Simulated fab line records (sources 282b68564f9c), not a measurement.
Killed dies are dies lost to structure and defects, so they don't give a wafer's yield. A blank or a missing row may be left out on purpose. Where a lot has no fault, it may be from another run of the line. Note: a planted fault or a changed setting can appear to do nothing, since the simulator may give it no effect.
Comparing a struck lot with a sound one ; flow rit cmos ; 12 out of 202 route steps
Sound: the wafers L587.4, L587.5, L587.6. Struck: wafer L596.5. (L596.2, L596.6 of the same lot were not struck and are left out.) The cause comes at the end.
Order at every step that has rows: each side's tool, ch and its chambers, its first start. Under that, the readings that differ: sound wafers ; struck wafers ; difference of the means ; sigmas: that difference in standard deviations of wafers without a fault.
alike: readings whose means differ by less than 2 such deviations, and words and numbers that are the same on both sides. not compared: withheld readings, readings that some wafer has no value for, bounds like >300 that may hide the same value, and numbers for which the record gives no deviation and whose values overlap.
The two part at a step that has a row with sigmas, a row that says differs or no value, or rows on one side only. Non-overlapping numbers with no deviation appear without sigmas and do not part them. A reading that every wafer of one side lacks parts them only if that side has two wafers or more.

first, 8 steps without rows for these wafers: RIT_ACTIVE_OXIDATION_01 (target thk 46.8 nm, ox time 3360 s); RIT_ACTIVE_CVD_03 (deposits Si3N4 from SiH2Cl2/NH3, target thk 150 nm, time 1500 s); RIT_ACTIVE_HMDS_05 (prime time 60 s); RIT_ACTIVE_COAT_06 (resist thk 1000 nm); RIT_ACTIVE_SOFTBAKE_07 (time 60 s); RIT_ACTIVE_EXPOSE_08 (exposes mask M1, target cd 1400 nm); RIT_ACTIVE_PEB_09; RIT_ACTIVE_DEVELOP_10 (develop time 50 s).
RIT_ACTIVE_CD_MEAS_11: target cd 1400 nm.
  sound: cd sem-01 at day 2 07:58; struck: cd sem-01 at day 4 02:35
  alike: cd nm
then, 1 step without rows for these wafers: RIT_ACTIVE_HARDBAKE_12 (time 60 s).
RIT_ACTIVE_ETCH_13: etches Si3N4 in SF6, stops on SiO2, time 210 s, target depth 210 nm.
  sound on rie diel-03 ch 1,2, day 2 08:10; struck on rie diel-03 ch 2, day 4 02:50
reading;sound;struck;difference;sigmas
rf fwd power W (W);124.2 124.6 125.1;174.6;+50.0;+99 or more
model.NOVOLAK_of_ACTIVE_COAT_06.thk nm (nm);656.8 659.9 652.8;566.6;-89.9;
model.ACTIVE.feature depth nm (nm);151.4 150.2 151.1;195.2;+44.3;
model.SiO2_of_ACTIVE_OXIDATION_01.thk nm (nm);43.01 43.89 43.16;0;-43;
  alike: drypump motor current A, oes product au, throttle valve pct
  not compared: rf hours counter h
RIT_ACTIVE_STRIP_14: strips in O2, time 180 s.
  sound on plasma asher-02 ch 0,1, day 2 08:22; struck on plasma asher-02 ch 1, day 4 02:58
  alike: drypump motor current A
  not compared: rf hours counter h

== WHERE THEY PART ==
Within this record, at RIT_ACTIVE_ETCH_13 only. Later steps at which nothing parts them and some readings are alike: RIT_ACTIVE_STRIP_14.

WHY: the cause the simulator had injected
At RIT_ACTIVE_ETCH_13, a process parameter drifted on rie diel-03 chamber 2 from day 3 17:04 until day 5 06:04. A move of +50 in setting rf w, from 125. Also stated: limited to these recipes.
